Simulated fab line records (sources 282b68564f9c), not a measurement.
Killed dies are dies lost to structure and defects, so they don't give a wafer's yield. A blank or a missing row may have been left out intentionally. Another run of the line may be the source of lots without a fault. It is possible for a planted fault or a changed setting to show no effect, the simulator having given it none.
Problem report in the 8D (eight disciplines) form, filled by code :: flow ritCmos :: the parts of the form that need people (team, actions taken, sign-off) are left out

== 1. THE PROBLEM ==
ACTIVE_NITRIDE_THK at RIT_ACTIVE_THK_MEAS_04 reads a mean of 252.8 nm on 6 wafers of 2 lots; wafers without a fault read 149.9 nm with a standard deviation of 1.5. That puts it +69 standard deviations away from the usual mean.
First seen on wafer L201.3, day 4 02:36, on filmMetro-04. The record holds 42 wafers of 14 lots with a number at this step. The rule behind "out" and "out of limits": a value lying over 4 standard deviations away from the usual mean. The other wafers with a number count as sound.

== 2. WHAT IT IS, WHAT IT ISN'T ==
question: which readings at this step
is: ACTIVE_NITRIDE_THK
is not: -

question: which lots
is: L201, L202
is not: L191, L193, L195, L196, L197, L198, L199, L203, L206, L208, L209, L212

question: which wafers of those lots
is: all that have a number
is not: -

question: read on which gauges
is: filmMetro-04
is not: filmMetro-01, filmMetro-03

question: when
is: from day 4 02:36
is not: up to then (21 sound wafers); but 15 sound wafers of L203, L206, L208, L209, L212 came after

== 3. THE SUSPECTS, EACH WITH WHAT RULES IT OUT ==
Counting: a tool at any process step up to the reading remains a suspect when it ran all the lots that are out and ran no sound lot after the first of those.
- ruled out: the gauge at RIT_ACTIVE_THK_MEAS_04. All the wafers that are out were read on filmMetro-04, but those of them that RIT_ACTIVE_CVD_03 has rows for are out there too, on other tools.
- lpcvd-01 at RIT_ACTIVE_CVD_03 (deposits Si3N4 from SiH2Cl2/NH3, target thk 150 nm, time 1500 s): kept. It processed each lot that is out, first L201 at day 4 01:10, and no sound lot thereafter; up to then, the last sound lot it processed was L199 at day 3 14:31. Out on those wafers are its own readings of spikeTcCentreC, spikeTcLoadC, spikeTcSourceC, susceptorTempC.
Remaining after the count: lpcvd-01 at RIT_ACTIVE_CVD_03.

== 4. THE CAUSE (what the simulator had put in) ==
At RIT_ACTIVE_CVD_03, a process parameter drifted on lpcvd-01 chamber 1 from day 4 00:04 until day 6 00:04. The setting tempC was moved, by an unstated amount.
Counting left only this tool.

== 5. THE EFFECT CHAIN, in route order ==
Rows list readings where the struck wafers' mean (over those with a number) sits beyond 3 standard deviations from the usual. Only readings whose record carries a usual standard deviation are examined. hours: median over the lots of the time between each lot's start at the first step of this table that gives one and its start at this step. sigmas: the change, counted in usual standard deviations.
hours: 0
step: RIT_ACTIVE_CVD_03
reading: spikeTcCentreC
usual: 812.7 C
on struck wafers: 866.5
change: +53.8
sigmas: +38

hours: 0
step: RIT_ACTIVE_CVD_03
reading: spikeTcLoadC
usual: 835 C
on struck wafers: 887
change: +52
sigmas: +16

hours: 0
step: RIT_ACTIVE_CVD_03
reading: spikeTcSourceC
usual: 834.7 C
on struck wafers: 888.7
change: +54.0
sigmas: +25

hours: 0
step: RIT_ACTIVE_CVD_03
reading: susceptorTempC
usual: 810.0 C
on struck wafers: 863.1
change: +53.1
sigmas: +99 or more

hours: 1
step: RIT_ACTIVE_THK_MEAS_04
reading: ACTIVE_NITRIDE_THK
usual: 149.9 nm
on struck wafers: 252.8
change: +102.9
sigmas: +69

hours: 3
step: RIT_ACTIVE_ETCH_13
reading: oesProductAu
usual: 0.816 a.u.
on struck wafers: 0.989
change: +0.173
sigmas: +14

hours: 49
step: RIT_M1_PROBE_99
reading: killedAtFrontEnd
usual: 6.6
on struck wafers: 263.7
change: +257.1
sigmas: +95

hours: 49
step: RIT_M1_PROBE_99
reading: killedDies
usual: 6.7
on struck wafers: 264.0
change: +257.3
sigmas: +95

hours: 49
step: RIT_M1_PROBE_99
reading: killedOnRim
usual: 1.8
on struck wafers: 70.0
change: +68.2
sigmas: +52
Its process steps:
- RIT_ACTIVE_CVD_03: deposits Si3N4 from SiH2Cl2/NH3, target thk 150 nm, time 1500 s.
- RIT_ACTIVE_ETCH_13: etches Si3N4 in SF6, stops on SiO2, time 210 s, target depth 210 nm.
- RIT_M1_PROBE_99

== 6. HOW IT WOULD HAVE BEEN CAUGHT EARLIER ==
In this record the first reading out of limits at a measuring or inspecting step was taken at day 4 02:36, 3 hours after the fault began at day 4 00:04.
The tool's own readings at RIT_ACTIVE_CVD_03 were out on every struck wafer that the step has a row for (spikeTcCentreC, spikeTcLoadC, spikeTcSourceC, susceptorTempC): an alarm limit on them would have fired on the first of those.
L202, from the lots that are out (2), started RIT_ACTIVE_CVD_03 on lpcvd-01 later than day 4 02:36. Putting the tool on hold at that point would have spared it.
